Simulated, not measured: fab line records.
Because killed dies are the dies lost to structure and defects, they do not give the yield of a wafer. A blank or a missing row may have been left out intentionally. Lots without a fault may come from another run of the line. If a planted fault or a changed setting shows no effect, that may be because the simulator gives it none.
fab line records	flow rit-cmos	part 1 of 2: steps 1 to 26 of 27
record: lots: 5	wafers: 23
route steps=202 shown ACTIVE@4 NWELL@29 PWELL@47 WELLDRIVE@50 PRETRO@72 GATE@87 NLDD@105 SPACER@128 NSD@139 M1@202
start-h: the number of hours between the record's first day and the start of the first shown wafer of the lot	wait-h: hours elapsed since this lot's preceding step	" the same as in the row above	L1.1+2: several wafers, shown together as one row	- no value present, or no start provided	* or withheld: withheld	< > ~ a bound
route shown NAME@n: a module of which the file shows steps, and the number in the route of the first	usual: the fault-free wafers' mean and standard deviation	same: alike in all rows	chamber/n: place in a boat	sites: the reading at each site	_std_site: their standard deviation	_edge_site: outer sites' mean less inner sites'	radius-mm: for every site, how far away it sits from the centre of the wafer	mask NAME#n: copy n	behind: the last tool/chamber to shape the wafer	hold: why the lot went on hold/how many hours it stayed there/how the hold came to an end	device: whichever transistor did not switch (one of n, p or np)	end of line: the tests these same wafers got at the end of their route	a step with no rows: only its recipe	killed: dies lost to structure and defects at the first sort, not the wafer's yield	map: a wafer's dies, marking killed ones x, the rest . and places with no die _
set.NAME: setting as actually run; set.NAME@STEP: the setting as run at that earlier step	model.NAME: the simulator's own value behind a step, which no gauge read
lots run with intentionally changed settings; tables by step, rows by wafer
== steps ==
step: RIT_ACTIVE_CVD_03
recipe: material: Si3N4	target-thk-nm: 150	temp-c: 810	precursor: SiH2Cl2/NH3	time-s: 1500	pressure-mtorr: 300	sih2cl2-flow-sccm: 60	nh3-flow-sccm: 150
lot.wafer	tool	chamber	start-h	wait-h	set.pressure-mtorr	model.Si3N4_of_ACTIVE_CVD_03.thk-nm
L074.2	-	-	-	0.0	286.5	148.1
L074.3	"	-	"	"	286.5	148.9
L074.4	"	-	"	"	286.5	149.4
L074.5+6	"	-	"	"	286.5	148.6
L075.2	-	-	-	0.0	330.8	153.1
L075.3	"	-	"	"	330.8	153.4
L075.4	"	-	"	"	330.8	152.1
L075.5	"	-	"	"	330.8	153.3
L075.6	"	-	"	"	330.8	153.8
L076.1	-	-	-	0.1	319.4	154.3
L076.2	"	-	"	"	319.4	152.3
L076.4	"	-	"	"	319.4	153.5
L076.5	"	-	"	"	319.4	152.7
L076.6	"	-	"	"	319.4	151
L077.2	-	-	-	0.0	334.1	156.1
L077.3	"	-	"	"	334.1	155.9
L077.4	"	-	"	"	334.1	155.1
L077.5	"	-	"	"	334.1	155.3
L077.6	"	-	"	"	334.1	156.5
L082.1	lpcvd-02	0	52.11	0.1	300	149.5
L082.4	"	0	"	"	300	149.8
L082.5	"	0	"	"	300	147.8
step: RIT_NWELL_COAT_01
recipe: resist: NOVOLAK	spin-rpm: 2000	resist-thk-nm: 1300
lot.wafer	tool	chamber	start-h	wait-h	set.resist-thk-nm	model.NOVOLAK_of_NWELL_COAT_01.thk-nm
L074.2+6	litho-track-03	0	21.14	0.1	1300	1301
L074.3	"	0	"	"	1373	1377
L074.4	"	0	"	"	1373	1375
L074.5	"	0	"	"	1300	1306
L075.2	litho-track-03	0	25.36	0.1	1300	1294
L075.3	"	0	"	"	1300	1298
L075.4+5	"	0	"	"	1300	1297
L075.6	"	0	"	"	1300	1295
L076.1	litho-track-04	0	32.86	0.1	1300	1295
L076.2	"	0	"	"	1300	1298
L076.4	"	0	"	"	1377	1372
L076.5	"	0	"	"	1300	1299
L076.6	"	0	"	"	1377	1374
L077.2	litho-track-01	0	36.43	0.1	1242	1247
L077.3+4+6	"	0	"	"	1300	1304
L077.5	"	0	"	"	1242	1244
L082.1	litho-track-04	0	61.43	0.1	1300	1298
L082.4	"	0	"	"	1300	1303
L082.5	"	0	"	"	1300	1299
step: RIT_NWELL_DEVELOP_05
recipe: resist: NOVOLAK	develop-time-s: 68	dev-temp-c: 23
lot.wafer	tool	chamber	start-h	wait-h	set.develop-time-s
L074.2+3+4	litho-track-03	0	-	-	64.46
L074.5+6	"	0	"	"	68
L075.2+4+5	litho-track-01	0	-	-	68
L075.3+6	"	0	"	"	58.09
L076.1+2+4	litho-track-04	0	-	-	68
L076.5+6	"	0	"	"	59.83
L077.2+4+5	litho-track-04	0	-	-	68
L077.3+6	"	0	"	"	71.71
L082.1+4+5	litho-track-01	0	-	-	68
step: RIT_NWELL_HARDBAKE_07
recipe: resist: NOVOLAK	temp-c: 140	time-s: 120
lot.wafer	tool	chamber	start-h	wait-h	set.resist-thk-nm@NWELL_COAT_01	model.NOVOLAK_of_NWELL_COAT_01.thk-nm
L074.2+6	litho-track-04	0	21.92	0.1	1300	1138
L074.3	"	0	"	"	1373	1203
L074.4	"	0	"	"	1373	1202
L074.5	"	0	"	"	1300	1142
L075.2	litho-track-03	0	26.14	0.1	1300	1132
L075.3	"	0	"	"	1300	1136
L075.4	"	0	"	"	1300	1135
L075.5	"	0	"	"	1300	1134
L075.6	"	0	"	"	1300	1133
L076.1	litho-track-03	0	33.62	0.0	1300	1133
L076.2	"	0	"	"	1300	1135
L076.4	"	0	"	"	1377	1199
L076.5	"	0	"	"	1300	1136
L076.6	"	0	"	"	1377	1201
L077.2	litho-track-04	0	37.40	0.1	1242	1091
L077.3+4+6	"	0	"	"	1300	1141
L077.5	"	0	"	"	1242	1089
L082.1	litho-track-04	0	62.32	0.0	1300	1135
L082.4	"	0	"	"	1300	1139
L082.5	"	0	"	"	1300	1136
step: RIT_PWELL_IMPLANT_08
recipe: species: B	energy-kev: 170	dose-cm2: 7e+13	tilt-deg: 7
lot.wafer	tool	chamber	start-h	wait-h	set.dose-cm2
L074.2+5	implanter-03	0	23.83	0.2	7e+13
L074.3+4+6	"	0	"	"	7.287e+13
L075.2+5	implanter-03	0	28.05	0.2	7e+13
L075.3+4+6	"	0	"	"	7.134e+13
L076.1+2	implanter-01	0	35.43	0.2	7e+13
L076.4+5+6	"	0	"	"	6.768e+13
L077.2+5+6	implanter-02	0	39.44	0.2	7e+13
L077.3+4	"	0	"	"	6.815e+13
L082.1+4+5	implanter-02	0	64.24	0.2	7e+13
step: RIT_PWELL_STRIP_09
recipe: chemistry: O2	time-s: 180	resist: NOVOLAK	platen-temp-c: withheld	power-w: 500	pressure-mtorr: 4000	o2-flow-sccm: 4000
step: RIT_WELLDRIVE_ANNEAL_00
recipe: temp-c: 1100	time-s: 14700	ambient: N2
step: RIT_WELLDRIVE_RS_MEAS_02
recipe: thk-meas-gauge: four-point-probe
usual: PWELL_RS: 429.3/1.3
lot.wafer	tool	chamber	start-h	wait-h	set.dose-cm2@PWELL_IMPLANT_08	PWELL_RS[ohm/sq]
L074.2	film-metro-03	-	29.41	0.1	7e+13	430.2
L074.3	"	-	"	"	7.287e+13	418.6
L074.4	"	-	"	"	7.287e+13	418.8
L074.5	"	-	"	"	7e+13	428.6
L074.6	"	-	"	"	7.287e+13	418.6
L075.2	film-metro-03	-	34.75	0.1	7e+13	430.0
L075.3	"	-	"	"	7.134e+13	425.4
L075.4	"	-	"	"	7.134e+13	427.0
L075.5	"	-	"	"	7e+13	431.4
L075.6	"	-	"	"	7.134e+13	426.7
L076.1	film-metro-03	-	41.01	0.1	7e+13	428.8
L076.2	"	-	"	"	7e+13	427.6
L076.4	"	-	"	"	6.768e+13	437.7
L076.5	"	-	"	"	6.768e+13	437.1
L076.6	"	-	"	"	6.768e+13	436.7
L077.2	film-metro-01	-	47.33	0.1	7e+13	429.7
L077.3	"	-	"	"	6.815e+13	437.4
L077.4	"	-	"	"	6.815e+13	437.2
L077.5	"	-	"	"	7e+13	430.2
L077.6	"	-	"	"	7e+13	428.9
L082.1	film-metro-02	-	70.05	0.1	7e+13	428.2
L082.4	"	-	"	"	7e+13	429.2
L082.5	"	-	"	"	7e+13	429.0
step: RIT_PRETRO_IMPLANT_08
recipe: species: B	energy-kev: 45	dose-cm2: 1.2e+13	tilt-deg: 7
lot.wafer	tool	chamber	start-h	wait-h	set.energy-kev	model.implant.rp-nm	model.implant.drp-nm
L074.2+3+4+5+6	implanter-01	0	32.26	0.2	45	142.9	55.07
L075.2+4+6	implanter-03	0	37.86	0.2	45	141.3	55.07
L075.3+5	"	0	"	"	46.7	146.4	56.29
L076.1+2+5	implanter-03	0	44.10	0.2	45	143.2	55.07
L076.4+6	"	0	"	"	44.17	140.7	54.46
L077.2+3+4+5+6	implanter-03	0	50.44	0.2	45	142.9	55.07
L082.1+4+5	implanter-01	0	72.88	0.2	45	145.2	55.07
step: RIT_GATE_COAT_11
recipe: resist: NOVOLAK	spin-rpm: 4250	resist-thk-nm: 850
lot.wafer	tool	chamber	start-h	wait-h	set.spin-rpm	model.NOVOLAK_of_GATE_COAT_11.thk-nm
L074.2	litho-track-01	0	36.88	0.1	4250	849.6
L074.3	"	0	"	"	4250	850.8
L074.4	"	0	"	"	4014	871.6
L074.5	"	0	"	"	4250	848.8
L074.6	"	0	"	"	4014	874.5
L075.2	litho-track-04	0	47.38	0.1	4250	850.5
L075.3	"	0	"	"	4250	850
L075.4	"	0	"	"	4435	835.2
L075.5	"	0	"	"	4250	852
L075.6	"	0	"	"	4435	837
L076.1	litho-track-01	0	50.95	0.1	4250	849.7
L076.2	"	0	"	"	4250	846
L076.4	"	0	"	"	4367	837.1
L076.5	"	0	"	"	4367	835.9
L076.6	"	0	"	"	4367	837.7
L077.2	litho-track-01	0	54.58	0.1	4250	851.2
L077.3	"	0	"	"	4058	872.5
L077.4	"	0	"	"	4058	871.1
L077.5	"	0	"	"	4058	872.9
L077.6	"	0	"	"	4250	851.5
L082.1	litho-track-04	0	77.87	0.1	4250	852.6
L082.4	"	0	"	"	4250	848.8
L082.5	"	0	"	"	4250	850.8
step: RIT_GATE_EXPOSE_13
recipe: mask-id: M6	na: 0.6	source-shape: conventional	sigma-outer: 0.6	target-cd-nm: 150	dose-mj: 380
lot.wafer	tool	chamber	start-h	wait-h	mask	set.dose-mj
L074.2+5+6	iline-stepper-02	0	37.30	0.3	M6#0	363.4
L074.3+4	"	0	"	"	M6#0	380
L075.2+4	iline-stepper-01	0	47.80	0.2	M6#0	380
L075.3+5+6	"	0	"	"	M6#0	387.6
L076.1+2+6	iline-stepper-01	0	51.25	0.1	M6#0	365.1
L076.4+5	"	0	"	"	M6#0	380
L077.2+3	iline-stepper-01	0	54.87	0.1	M6#0	404
L077.4+5+6	"	0	"	"	M6#0	380
L082.1+4+5	iline-stepper-01	0	78.30	0.2	M6#0	380
step: RIT_GATE_PEB_14
recipe: resist: NOVOLAK	temp-c: withheld	time-s: withheld
step: RIT_GATE_DEVELOP_15
recipe: resist: NOVOLAK	develop-time-s: 50	dev-temp-c: 23
step: RIT_GATE_CD_MEAS_16
recipe: target-cd-nm: 150
usual: cd-nm: 148.8/2.8
lot.wafer	tool	chamber	start-h	wait-h	set.dose-mj@GATE_EXPOSE_13	cd-nm
L074.2	cd-sem-02	-	37.75	-	363.4	169.0
L074.3	"	-	"	"	380	143.7
L074.4	"	-	"	"	380	147.6
L074.5	"	-	"	"	363.4	165.9
L074.6	"	-	"	"	363.4	170.7
L075.2	cd-sem-02	-	48.20	-	380	146.9
L075.3	"	-	"	"	387.6	138.5
L075.4	"	-	"	"	380	144.0
L075.5	"	-	"	"	387.6	136.1
L075.6	"	-	"	"	387.6	132.5
L076.1	cd-sem-02	-	51.65	-	365.1	176.6
L076.2	"	-	"	"	365.1	172.2
L076.4	"	-	"	"	380	148.5
L076.5	"	-	"	"	380	149.5
L076.6	"	-	"	"	365.1	170.0
L077.2	cd-sem-02	-	55.27	-	404	115.2
L077.3	"	-	"	"	404	117.6
L077.4	"	-	"	"	380	149.8
L077.5	"	-	"	"	380	151.2
L077.6	"	-	"	"	380	147.4
L082.1	cd-sem-01	-	78.70	-	380	147.5
L082.4	"	-	"	"	380	147.5
L082.5	"	-	"	"	380	146.5
step: RIT_GATE_HARDBAKE_18
recipe: resist: NOVOLAK	temp-c: 140	time-s: 60
lot.wafer	tool	chamber	start-h	wait-h	set.spin-rpm@GATE_COAT_11	model.NOVOLAK_of_GATE_COAT_11.thk-nm
L074.2	litho-track-03	0	37.91	0.0	4250	752.2
L074.3	"	0	"	"	4250	753.1
L074.4	"	0	"	"	4014	771.4
L074.5	"	0	"	"	4250	751.5
L074.6	"	0	"	"	4014	774
L075.2	litho-track-04	0	48.36	0.0	4250	753
L075.3	"	0	"	"	4250	752.5
L075.4	"	0	"	"	4435	739.6
L075.5	"	0	"	"	4250	754.3
L075.6	"	0	"	"	4435	741.1
L076.1	litho-track-01	0	51.80	0.0	4250	752.3
L076.2	"	0	"	"	4250	749
L076.4	"	0	"	"	4367	741.1
L076.5	"	0	"	"	4367	740.2
L076.6	"	0	"	"	4367	741.8
L077.2	litho-track-01	0	55.43	0.0	4250	753.5
L077.3	"	0	"	"	4058	772.1
L077.4	"	0	"	"	4058	771
L077.5	"	0	"	"	4058	772.5
L077.6	"	0	"	"	4250	753.8
L082.1	litho-track-04	0	78.85	0.0	4250	754.8
L082.4	"	0	"	"	4250	751.5
L082.5	"	0	"	"	4250	753.1
step: RIT_GATE_ETCH_19
recipe: chemistry: SF6/CHF3/O2	time-s: 165	SF6_flow_sccm: 30	CHF3_flow_sccm: 30	O2_flow_sccm: 5	target: poly-Si	pressure-mtorr: 40	rf-w: 160	target-depth-a: 3125	over-etch-frac: 0.2354	stop-on: SiO2
lot.wafer	tool	chamber	start-h	wait-h	set.dose-mj@GATE_EXPOSE_13	model.GATE.cd-nm
L074.2	rie-si-02	3	38.03	0.1	363.4	168.7
L074.3	"	1	"	"	380	143.2
L074.4	"	0	"	"	380	147.2
L074.5	"	1	"	"	363.4	165.9
L074.6	"	0	"	"	363.4	170.7
L075.2	rie-si-01	2	48.48	0.1	380	146.9
L075.3	"	1	"	"	387.6	138.2
L075.4	"	3	"	"	380	144.2
L075.5	"	1	"	"	387.6	136.1
L075.6	"	0	"	"	387.6	133.2
L076.1	rie-si-02	1	51.95	0.1	365.1	176.4
L076.2	"	2	"	"	365.1	172.3
L076.4	"	0	"	"	380	148.3
L076.5	"	1	"	"	380	148.9
L076.6	"	0	"	"	365.1	169.8
L077.2	rie-si-01	0	55.56	0.1	404	115.5
L077.3	"	1	"	"	404	117.6
L077.4	"	3	"	"	380	150.2
L077.5	"	0	"	"	380	151.5
L077.6	"	3	"	"	380	147.6
L082.1	rie-si-02	0	79.00	0.1	380	147.5
L082.4	"	3	"	"	380	147.4
L082.5	"	3	"	"	380	146.8
step: RIT_GATE_STRIP_20
recipe: chemistry: O2	time-s: 180	resist: NOVOLAK	platen-temp-c: withheld	power-w: 500	pressure-mtorr: 4000	o2-flow-sccm: 4000
step: RIT_GATE_CD_MEAS_90
recipe: target-cd-nm: 150
usual: cd-nm: 148.8/2.8
lot.wafer	tool	chamber	start-h	wait-h	set.dose-mj@GATE_EXPOSE_13	cd-nm
L074.2	cd-sem-02	-	38.34	0.1	363.4	168.4
L074.3	"	-	"	"	380	143.3
L074.4	"	-	"	"	380	147.1
L074.5	"	-	"	"	363.4	165.6
L074.6	"	-	"	"	363.4	170.7
L075.2	cd-sem-02	-	48.79	0.1	380	147.2
L075.3	"	-	"	"	387.6	138.4
L075.4	"	-	"	"	380	144.0
L075.5	"	-	"	"	387.6	136.1
L075.6	"	-	"	"	387.6	133.0
L076.1	cd-sem-02	-	52.24	0.1	365.1	176.4
L076.2	"	-	"	"	365.1	172.3
L076.4	"	-	"	"	380	148.7
L076.5	"	-	"	"	380	149.5
L076.6	"	-	"	"	365.1	170.1
L077.2	cd-sem-02	-	55.86	0.1	404	115.7
L077.3	"	-	"	"	404	117.4
L077.4	"	-	"	"	380	150.2
L077.5	"	-	"	"	380	151.2
L077.6	"	-	"	"	380	147.6
L082.1	cd-sem-02	-	79.29	0.1	380	147.4
L082.4	"	-	"	"	380	147.4
L082.5	"	-	"	"	380	147.1
step: RIT_NLDD_SOFTBAKE_02
recipe: resist: NOVOLAK	temp-c: 90	time-s: 60
lot.wafer	tool	chamber	start-h	wait-h	set.temp-c
L074.2+4+6	litho-track-03	0	42.49	0.1	92.19
L074.3+5	"	0	"	"	90
L075.2+3+4	litho-track-03	0	52.31	0.1	92.59
L075.5+6	"	0	"	"	90
L076.1+5	litho-track-04	0	55.63	0.1	90
L076.2+4+6	"	0	"	"	87.34
L077.2+4+6	litho-track-03	0	60.84	0.1	90
L077.3+5	"	0	"	"	86.72
L082.1+4+5	litho-track-02	0	82.90	0.1	90
step: RIT_NLDD_EXPOSE_03
recipe: mask-id: M7	na: 0.57	target-cd-nm: 40700	dose-mj: 250
step: RIT_NLDD_PEB_04
recipe: resist: NOVOLAK	temp-c: withheld	time-s: withheld
step: RIT_NLDD_DEVELOP_05
recipe: resist: NOVOLAK	develop-time-s: 50	dev-temp-c: 23
lot.wafer	tool	chamber	start-h	wait-h	set.temp-c@NLDD_SOFTBAKE_02	model.NOVOLAK_of_NLDD_COAT_01.thk-nm
L074.2	litho-track-03	0	-	-	92.19	993.9
L074.3	"	0	"	"	90	996.6
L074.4	"	0	"	"	92.19	992.6
L074.5	"	0	"	"	90	998.1
L074.6	"	0	"	"	92.19	992.2
L075.2	litho-track-02	0	-	-	92.59	987.9
L075.3	"	0	"	"	92.59	987.1
L075.4	"	0	"	"	92.59	988.6
L075.5	"	0	"	"	90	993
L075.6	"	0	"	"	90	991.6
L076.1+5	litho-track-03	0	-	-	90	1003
L076.2	"	0	"	"	87.34	1011
L076.4	"	0	"	"	87.34	1007
L076.6	"	0	"	"	87.34	1013
L077.2	litho-track-02	0	-	-	90	997.6
L077.3+5	"	0	"	"	86.72	1005
L077.4	"	0	"	"	90	999.2
L077.6	"	0	"	"	90	996.2
L082.1	litho-track-02	0	-	-	90	1001
L082.4	"	0	"	"	90	998.8
L082.5	"	0	"	"	90	997.3
step: RIT_SPACER_CVD_03
recipe: material: Si3N4	target-thk-nm: 250	temp-c: 810	precursor: SiH2Cl2/NH3	time-s: 3300	pressure-mtorr: 300	sih2cl2-flow-sccm: 60	nh3-flow-sccm: 150
lot.wafer	tool	chamber	start-h	wait-h	set.time-s	model.Si3N4_of_SPACER_CVD_03.thk-nm
L074.2	-	-	-	1.4	3070	234.5
L074.3	"	-	"	"	3070	234.3
L074.4	"	-	"	"	3070	235
L074.5	"	-	"	"	3070	234.8
L074.6	"	-	"	"	3070	235.7
L075.2	-	-	-	0.0	2961	226.1
L075.3	"	-	"	"	2961	227.3
L075.4	"	-	"	"	2961	227.4
L075.5	"	-	"	"	2961	225.9
L075.6	"	-	"	"	2961	227.8
L076.1	-	-	-	0.0	3522	268.2
L076.2	"	-	"	"	3522	268.3
L076.4	"	-	"	"	3522	267.2
L076.5	"	-	"	"	3522	264.9
L076.6	"	-	"	"	3522	267.5
L077.2	-	-	-	0.0	3300	250.6
L077.3	"	-	"	"	3300	253
L077.4+5	"	-	"	"	3300	251.9
L077.6	"	-	"	"	3300	252
L082.1	lpcvd-02	1	85.94	0.0	3300	251.9
L082.4	"	1	"	"	3300	251.6
L082.5	"	1	"	"	3300	251.2
step: RIT_SPACER_THK_MEAS_04
recipe: reads: Si3N4_of_SPACER_CVD_03
usual: SPACER_NITRIDE_THK: 251.0/1.7
lot.wafer	tool	chamber	start-h	wait-h	set.time-s@SPACER_CVD_03	SPACER_NITRIDE_THK[nm]
L074.2	film-metro-04	-	-	-	3070	234.4
L074.3	"	-	"	"	3070	234.1
L074.4	"	-	"	"	3070	234.9
L074.5	"	-	"	"	3070	234.5
L074.6	"	-	"	"	3070	235.6
L075.2	film-metro-04	-	-	-	2961	226.1
L075.3	"	-	"	"	2961	227.4
L075.4	"	-	"	"	2961	227.0
L075.5	"	-	"	"	2961	226.0
L075.6	"	-	"	"	2961	227.7
L076.1	film-metro-02	-	-	-	3522	268.3
L076.2	"	-	"	"	3522	268.4
L076.4	"	-	"	"	3522	267.1
L076.5	"	-	"	"	3522	264.8
L076.6	"	-	"	"	3522	267.6
L077.2	film-metro-02	-	-	-	3300	250.8
L077.3	"	-	"	"	3300	252.9
L077.4	"	-	"	"	3300	251.9
L077.5	"	-	"	"	3300	251.9
L077.6	"	-	"	"	3300	252.1
L082.1	film-metro-02	-	87.85	0.0	3300	252.0
L082.4	"	-	"	"	3300	251.7
L082.5	"	-	"	"	3300	251.3
step: RIT_SPACER_ETCHBACK_05
recipe: target-depth-a: 2500	SF6_flow_sccm: 30	CHF3_flow_sccm: 30	target: Si3N4	chemistry: SF6/CHF3	pressure-mtorr: 40	rf-w: 250	time-s: 240	stop-on: SiO2
lot.wafer	tool	chamber	start-h	wait-h	set.time-s	set.time-s@SPACER_CVD_03	model.etch.depth-nm	model.Si3N4_of_SPACER_CVD_03.thk-nm	model.poly-Si_of_GATE_CVD_08.thk-nm
L074.2	rie-diel-02	2	49.12	0.0	265.9	3070	234.5	178.2	159.1
L074.3	"	0	"	"	240	3070	234.3	183.3	165.8
L074.4	"	3	"	"	240	3070	235	183.9	165.2
L074.5	"	3	"	"	265.9	3070	234.8	178.8	159.3
L074.6	"	2	"	"	240	3070	235.7	184.4	165.9
L075.2	rie-diel-01	2	57.32	0.0	240	2961	226.1	176.4	166.1
L075.3	"	1	"	"	240	2961	227.3	178.3	167
L075.4	"	2	"	"	240	2961	227.4	177.2	168.8
L075.5	"	3	"	"	240	2961	225.9	177.5	166.4
L075.6	"	1	"	"	240	2961	227.8	178.9	168.4
L076.1	rie-diel-02	1	60.66	0.1	268.9	3522	268.2	203.6	159.7
L076.2	"	0	"	"	268.9	3522	268.3	203.5	160.8
L076.4	"	3	"	"	240	3522	267.2	209	165.2
L076.5	"	1	"	"	268.9	3522	264.9	200.9	160.9
L076.6	"	0	"	"	240	3522	267.5	209.4	165.8
L077.2	rie-diel-03	0	65.86	0.0	229.4	3300	250.6	197.7	169
L077.3	"	1	"	"	240	3300	253	198.8	166.6
L077.4	"	2	"	"	240	3300	251.9	195.9	164.9
L077.5	"	1	"	"	229.4	3300	251.9	200.2	167.5
L077.6	"	0	"	"	229.4	3300	252	199.7	166.7
L082.1	rie-diel-03	0	87.91	0.1	240	3300	251.9	197.2	168
L082.4	"	1	"	"	240	3300	251.6	198.1	169.4
L082.5	"	0	"	"	240	3300	251.2	196.6	169.4
step: RIT_NSD_IMPLANT_08
recipe: species: P	energy-kev: 25	dose-cm2: 1e+15	tilt-deg: 7
lot.wafer	tool	chamber	start-h	wait-h	set.energy-kev	model.implant.rp-nm	model.implant.drp-nm
L074.2+3+4	implanter-02	0	50.59	0.1	25	32.58	14.84
L074.5+6	"	0	"	"	26.33	33.74	15.31
L075.2+3+6	implanter-01	0	58.53	0.1	25	31.9	14.84
L075.4+5	"	0	"	"	24.09	31.11	14.51
L076.1+5+6	implanter-02	0	61.97	0.1	25	33.43	14.84
L076.2+4	"	0	"	"	24.22	32.73	14.56
L077.2+3+4	implanter-04	0	67.07	0.1	25.89	32.94	15.15
L077.5+6	"	0	"	"	25	32.17	14.84
L082.1+4+5	implanter-02	0	89.10	0.1	25	32.45	14.84
== key ==
split: step: RIT_ACTIVE_CVD_03	setting: pressure-mtorr	stated: 300	by: lot
response: step: RIT_ACTIVE_CVD_03	reading: model.Si3N4_of_ACTIVE_CVD_03.thk-nm	change: +0.407	per: 1%	r: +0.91
split: step: RIT_NWELL_COAT_01	setting: resist-thk-nm	stated: 1300	by: wafer
response: step: RIT_NWELL_COAT_01	reading: model.NOVOLAK_of_NWELL_COAT_01.thk-nm	change: +13	per: 1%	r: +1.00
response: step: RIT_NWELL_HARDBAKE_07	reading: model.NOVOLAK_of_NWELL_COAT_01.thk-nm	change: +11.2	per: 1%	r: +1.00
split: step: RIT_NWELL_DEVELOP_05	setting: develop-time-s	stated: 68	by: wafer
response none clear
split: step: RIT_PWELL_IMPLANT_08	setting: dose-cm2	stated: 7e+13	by: wafer
response: step: RIT_WELLDRIVE_RS_MEAS_02	reading: PWELL_RS	change: -2.66	per: 1%	r: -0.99
split: step: RIT_PRETRO_IMPLANT_08	setting: energy-kev	stated: 45	by: wafer
response: step: RIT_PRETRO_IMPLANT_08	reading: model.implant.rp-nm	change: +1.34	per: 1%	r: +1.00
response: step: RIT_PRETRO_IMPLANT_08	reading: model.implant.drp-nm	change: +0.324	per: 1%	r: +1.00
split: step: RIT_GATE_COAT_11	setting: spin-rpm	stated: 4250	by: wafer
response: step: RIT_GATE_COAT_11	reading: model.NOVOLAK_of_GATE_COAT_11.thk-nm	change: -4.09	per: 1%	r: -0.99
response: step: RIT_GATE_HARDBAKE_18	reading: model.NOVOLAK_of_GATE_COAT_11.thk-nm	change: -3.58	per: 1%	r: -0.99
split: step: RIT_GATE_EXPOSE_13	setting: dose-mj	stated: 380	by: wafer
response: step: RIT_GATE_CD_MEAS_16	reading: cd-nm	change: -5.39	per: 1%	r: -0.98
response: step: RIT_GATE_ETCH_19	reading: model.GATE.cd-nm	change: -5.44	per: 1%	r: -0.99
response: step: RIT_GATE_CD_MEAS_90	reading: cd-nm	change: -5.39	per: 1%	r: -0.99
response: step: RIT_M1_PROBE_99	reading: model.etest.pmos-turned.r-on-ohm-um	change: -120	per: 1%	r: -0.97
response: step: RIT_M1_PROBE_99	reading: model.etest.pmos_0p15.r-on-ohm-um	change: -123	per: 1%	r: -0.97
response: step: RIT_M1_PROBE_99	reading: model.etest.nmos_0p15.r-on-ohm-um	change: -38.9	per: 1%	r: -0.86
response: step: RIT_M1_PROBE_99	reading: model.etest.pmos_0p3.r-on-ohm-um	change: -55.2	per: 1%	r: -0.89
response: step: RIT_M1_PROBE_99	reading: model.etest.nmos_0p15.drive-ua-um	change: +26.2	per: 1%	r: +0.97
split: step: RIT_NLDD_SOFTBAKE_02	setting: temp-c	stated: 90	by: wafer
response: step: RIT_NLDD_DEVELOP_05	reading: model.NOVOLAK_of_NLDD_COAT_01.thk-nm	change: -1.98	per: 1%	r: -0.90
split: step: RIT_SPACER_CVD_03	setting: time-s	stated: 3300	by: lot
response: step: RIT_SPACER_CVD_03	reading: model.Si3N4_of_SPACER_CVD_03.thk-nm	change: +2.38	per: 1%	r: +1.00
response: step: RIT_SPACER_THK_MEAS_04	reading: SPACER_NITRIDE_THK	change: +2.39	per: 1%	r: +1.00
response: step: RIT_SPACER_ETCHBACK_05	reading: model.etch.depth-nm	change: +2.38	per: 1%	r: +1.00
response: step: RIT_SPACER_ETCHBACK_05	reading: model.Si3N4_of_SPACER_CVD_03.thk-nm	change: +1.74	per: 1%	r: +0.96
split: step: RIT_SPACER_ETCHBACK_05	setting: time-s	stated: 240	by: wafer
response: step: RIT_SPACER_ETCHBACK_05	reading: model.Si3N4_of_SPACER_CVD_03.thk-nm	change: -0.52	per: 1%	r: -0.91
response: step: RIT_SPACER_ETCHBACK_05	reading: model.poly-Si_of_GATE_CVD_08.thk-nm	change: -0.494	per: 1%	r: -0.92
response: step: RIT_M1_PROBE_99	reading: model.etest.nplus-sal.width-nm	change: +6.4	per: 1%	r: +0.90
response: step: RIT_M1_PROBE_99	reading: model.etest.pplus-sal.width-nm	change: +5.93	per: 1%	r: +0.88
split: step: RIT_NSD_IMPLANT_08	setting: energy-kev	stated: 25	by: wafer
response: step: RIT_NSD_IMPLANT_08	reading: model.implant.rp-nm	change: +0.219	per: 1%	r: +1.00
response: step: RIT_NSD_IMPLANT_08	reading: model.implant.drp-nm	change: +0.0892	per: 1%	r: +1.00
